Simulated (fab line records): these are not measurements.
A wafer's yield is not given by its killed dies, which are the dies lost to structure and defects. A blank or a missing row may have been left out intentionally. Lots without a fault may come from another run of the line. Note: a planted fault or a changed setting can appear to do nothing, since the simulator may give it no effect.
Split-lot study -- flow rit-cmos -- 23 wafers read across 5 lots, on a route 202 steps long

## ON THE SPLIT
At RIT_NWELL_COAT_01 (resist thk 1300 nm), the setting resist-thk-nm was moved away from the recipe's 1300 nm on 6 of the 23 wafers read, by -3.9% to -1.8%. The other wafers ran this setting at the recipe's value.

## FROM THE SPLIT TO THE READING: what the file shows between them, 3 steps
- RIT_NWELL_SOFTBAKE_02: time 60 s
- RIT_NWELL_EXPOSE_03: exposes mask M2, target cd 43900 nm
- RIT_NWELL_DEVELOP_05: develop time 68 s

## THE READING
NOVOLAK_of_NWELL_COAT_01.thk-nm (the simulator's own value, which no gauge read), in nm, at RIT_NWELL_HARDBAKE_07 (time 120 s). No usual value for it is given in the file. Here, 17 wafers ran the recipe; their average is 1133 nm with a standard deviation of 3.7 nm.

wafer,"tool, chamber at the split","resist-thk-nm as run, nm",against the recipe,"NOVOLAK_of_NWELL_COAT_01.thk-nm, nm",against lot-mates on the recipe
L074.3,"litho-track-03, 0",1300,recipe,1131,-
L074.5,"litho-track-03, 0",1300,recipe,1132,-
L074.6,"litho-track-03, 0",1300,recipe,1128,-
L078.1,"litho-track-03, 0",1300,recipe,1137,-
L078.4,"litho-track-03, 0",1300,recipe,1137,-
L078.2,"litho-track-03, 0",1277,-1.8%,1117,-20
L078.3,"litho-track-03, 0",1277,-1.8%,1116,-21
L078.5,"litho-track-03, 0",1300,recipe,1138,-
L079.1,"litho-track-03, 0",1274,-2.0%,1112,-23
L079.4,"litho-track-03, 0",1274,-2.0%,1112,-23
L079.3,"litho-track-03, 0",1300,recipe,1137,-
L079.5,"litho-track-03, 0",1300,recipe,1134,-
L079.6,"litho-track-03, 0",1300,recipe,1133,-
L083.2,"litho-track-04, 0",1300,recipe,1138,-
L083.3,"litho-track-04, 0",1249,-3.9%,1091,-46
L083.4,"litho-track-04, 0",1300,recipe,1135,-
L083.5,"litho-track-04, 0",1300,recipe,1139,-
L083.6,"litho-track-04, 0",1249,-3.9%,1090,-47
L085.2,"litho-track-02, 0",1300,recipe,1130,-
L085.5,"litho-track-02, 0",1300,recipe,1130,-
L085.3,"litho-track-02, 0",1300,recipe,1132,-
L085.4,"litho-track-02, 0",1300,recipe,1128,-
L085.6,"litho-track-02, 0",1300,recipe,1128,-

FIT RESULTS
A straight line over all 23 wafers: NOVOLAK_of_NWELL_COAT_01.thk-nm changes by +10.7 nm for each +1% of resist-thk-nm; r = +0.97; the points scatter about the line by 3.4 nm.
The same after taking each lot's own level away (the mean of its wafers on the recipe; 23 wafers): +11.8 nm for each +1%; r = +1.00; scatter 1.4 nm.
The reading moves by 46 nm for the largest change in resist-thk-nm, on that fit.
From 1129.6 to 1137.3 nm: that is the span of the lots' own levels, equal to 2.1 times the standard deviation above.
Consequently the slope shifts little with the lot-to-lot level, the two slopes agreeing.
Check: for one of the wafers moved furthest among these (-3.9%), held out of the fit, the line's prediction against its lot-mates is -46.3 nm. Against them it came out at -46.3 nm.

## THE OTHER SPLITS THESE WAFERS WENT THROUGH
These wafers also went through other splits before the reading. Each is held against what the fit with the lots' levels taken away leaves over:
other split on the same wafers,wafers away from the commonest value,r with NOVOLAK_of_NWELL_COAT_01.thk-nm (lot level and that fit taken away)
RIT_ACTIVE_OXIDATION_01 ox-time-s,18,+0.10
RIT_ACTIVE_COAT_06 resist-thk-nm,7,+0.07
RIT_ACTIVE_DEVELOP_10 develop-time-s,11,+0.22

## THE WHOLE CHAIN: every reading that the file lists as answering this split, in the file's order
step,what it does,reading,change (the file's fit),r (the file's)
RIT_NWELL_COAT_01,resist thk 1300 nm,"NOVOLAK_of_NWELL_COAT_01.thk-nm (the simulator's own value, which no gauge read)",+13.7 nm for each +1% of the setting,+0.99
RIT_NWELL_HARDBAKE_07,time 120 s,"NOVOLAK_of_NWELL_COAT_01.thk-nm (the simulator's own value, which no gauge read)",+11.8 nm for each +1% of the setting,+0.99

## FILE'S OWN FIT
NOVOLAK_of_NWELL_COAT_01.thk-nm changes by +11.8 nm for each +1% of resist-thk-nm, r = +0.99.
